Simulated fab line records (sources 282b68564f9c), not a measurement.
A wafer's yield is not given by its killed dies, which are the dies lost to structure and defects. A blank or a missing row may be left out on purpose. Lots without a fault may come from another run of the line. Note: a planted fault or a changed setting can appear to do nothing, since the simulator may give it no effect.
Which tool is to blame?    flow rit-cmos    39 wafers sampled from 13 lots at 1 step of a route of 202

== WHAT EACH GAUGE READ, for each wafer ==
Not one reading of a measure or inspect step in the record can be checked against a usual standard deviation.

== WHICH TOOL RAN EACH LOT (tool, then ch and the chambers of the sampled wafers, then the start) ==
lot   RIT_SPACER_ETCHBACK_05
L140  rie-diel-03 ch 1,2,3, day 2 23:04
L141  rie-diel-01 ch 1,3, day 3 03:17
L143  rie-diel-03 ch 0,1, day 3 14:12
L144  rie-diel-03 ch 1,2, day 3 18:34
L145  rie-diel-04 ch 0,1,3, day 3 23:16
L146  rie-diel-04 ch 1,3, day 4 06:29
L148  rie-diel-03 ch 1,3, day 4 16:23
L149  rie-diel-04 ch 0,1,2, day 4 18:18
L151  rie-diel-01 ch 0,2,3, day 5 06:56
L154  rie-diel-01 ch 2,3, day 5 20:12
L156  rie-diel-03 ch 2,3, day 6 05:26
L158  rie-diel-03 ch 0,2,3, day 6 16:25
L163  rie-diel-04 ch 0,1,2, day 7 19:30
- RIT_SPACER_ETCHBACK_05: etches Si3N4 in SF6/CHF3, stops on SiO2, target depth 250 nm, time 240 s.

== WHAT THE TOOLS THEMSELVES READ (means of the sampled wafers that have a number; where no wafer has one, the mark that the record gives instead) ==
RIT_SPACER_ETCHBACK_05. Usual: drypump-motor-current-A 5.5 A, standard deviation 0.47; oes-product-au 0.837 a.u., standard deviation 0.013; run-length-s 268.2 s, standard deviation 0.39; throttle-valve-pct 10.33 %, standard deviation 0.11.
lot   tool         drypump-motor-current-A (A)  oes-product-au (a.u.)  run-length-s (s)  throttle-valve-pct (%)  flag
L140  rie-diel-03  5.5                          0.853                  268.3             10.39                   
L141  rie-diel-01  5.7                          0.843                  268.6             10.26                   
L143  rie-diel-03  5.9                          0.824                  268.2             10.33                   
L144  rie-diel-03  5.6                          0.840                  268.2             10.37                   
L145  rie-diel-04  5.4                          0.839                  268.3             10.32                   
L146  rie-diel-04  5.6                          0.829                  268.5             10.23                   
L148  rie-diel-03  5.7                          0.856                  268.0             10.44                   
L149  rie-diel-04  5.3                          0.848                  268.1             10.30                   
L151  rie-diel-01  5.8                          0.832                  268.3             10.34                   
L154  rie-diel-01  5.7                          0.837                  268.4             10.28                   
L156  rie-diel-03  5.2                          0.838                  268.6             10.37                   
L158  rie-diel-03  5.5                          0.886                  245.6             10.35                   OFF
L163  rie-diel-04  5.2                          0.837                  268.0             10.29                   

== THE ANSWER, worked out from the rows above alone ==
Rule: a lot is off if the mean of its wafers that have a number lies more than 3 standard deviations from the usual mean. A lot without any number at a reading at which 4 lots or more have one is off too. Where the step has rows for the other lots, those lots are counted as sound. The gauges are gone through in route order, then the tools' own readings, and for those a lot's mean is taken as printed above. The first step at which some lot is off is used, and at that step the reading that is off furthest; a lot without a number counts as furthest.
Off: L158 (RIT_SPACER_ETCHBACK_05, run-length-s).
A tool fits if, at that step or a process step before it, it ran every lot that is off, and no sound lot after the first of them. One fits: rie-diel-03 at RIT_SPACER_ETCHBACK_05. A fault onset in the window from L156 (day 6 05:26, its last sound lot) to L158 (day 6 16:25, its first lot off) fits.
The tool's own readings at RIT_SPACER_ETCHBACK_05 bear it out: on the lots that are off they differ by more than 5 times the standard deviation of the sound lots' means. oes-product-au reads 0.886 a.u. there against 0.840 a.u. on the sound lots; run-length-s reads 245.6 s there against 268.3 s on the sound lots.

== WHAT HAD BEEN PUT IN BY THE SIMULATOR ==
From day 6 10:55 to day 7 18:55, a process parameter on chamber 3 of rie-diel-03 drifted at RIT_SPACER_ETCHBACK_05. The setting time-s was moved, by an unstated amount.
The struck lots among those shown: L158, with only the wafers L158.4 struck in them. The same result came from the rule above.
